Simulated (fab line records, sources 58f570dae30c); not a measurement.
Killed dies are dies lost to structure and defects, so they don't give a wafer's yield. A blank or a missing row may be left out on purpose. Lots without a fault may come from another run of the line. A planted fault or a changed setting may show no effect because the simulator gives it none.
Which tool did it? | flow berkeley_cmos170 | 7 lots, 21 wafers sampled, at 2 steps of a route of 331

WHAT THE GAUGES READ, wafer by wafer
UCB170_SDANNEAL_RS_MEAS_04: measures by four-point-probe.
lot  | measured     | on            | PLDD_RS (ohm/sq)
L708 | day 7 10:26  | film_metro-01 | 1021.5 1025.9 1027.7
L712 | day 8 06:23  | film_metro-01 | 1020.0 1021.5 1020.4
L715 | day 8 13:09  | film_metro-04 | 1020.4 1020.4 1021.3
L717 | day 9 04:40  | film_metro-04 | 1022.8 1021.2 1021.8
L723 | day 10 12:27 | film_metro-02 | 941.5 939.4 938.6 939.9 940.8 940.7
L725 | day 10 13:07 | film_metro-01 | 1016.6 1020.4 1021.1
L729 | day 11 10:34 | film_metro-01 | 1017.9 1017.2 1019.4

WHICH TOOL RAN EACH LOT (tool, then ch and the chambers of the sampled wafers, then the start)
lot  | UCB170_PLDD_IMPLANT_08
L708 | implanter-04 ch 0, day 6 19:57
L712 | implanter-04 ch 0, day 7 17:47
L715 | implanter-04 ch 0, day 8 00:46
L717 | implanter-04 ch 0, day 8 13:34
L723 | implanter-04 ch 0, day 9 21:14
L725 | implanter-02 ch 0, day 10 02:13
L729 | implanter-02 ch 0, day 10 22:09
- UCB170_PLDD_IMPLANT_08

THE ANSWER, worked out from the rows above alone
Rule: what is usual is taken from the lots themselves. Put in order of their means at a reading, lots are off if they are a third of the lots or fewer, leave a main group of 4 or more, and stand apart from it by a gap of 3 or more times the standard deviation of the main group's means; of several such gaps the widest counts. A main group whose means are all the same, to the digits that the tables above print for the reading, isn't used. A lot without any number at a reading at which 4 lots or more have one is off too. The other lots that the step has rows for count as sound.
Off: L723, at UCB170_SDANNEAL_RS_MEAS_04 (PLDD_RS). The main group: mean 1021.0 ohm/sq, standard deviation 2.2.
A tool fits if, at a process step before that reading, it ran every lot that is off, and no sound lot after the first of them. The gauges at UCB170_SDANNEAL_RS_MEAS_04 are tried like those tools. Can't be told from this: 2 tools fit, implanter-04 at UCB170_PLDD_IMPLANT_08, film_metro-02 at UCB170_SDANNEAL_RS_MEAS_04.

WHAT THE SIMULATOR HAD PUT IN
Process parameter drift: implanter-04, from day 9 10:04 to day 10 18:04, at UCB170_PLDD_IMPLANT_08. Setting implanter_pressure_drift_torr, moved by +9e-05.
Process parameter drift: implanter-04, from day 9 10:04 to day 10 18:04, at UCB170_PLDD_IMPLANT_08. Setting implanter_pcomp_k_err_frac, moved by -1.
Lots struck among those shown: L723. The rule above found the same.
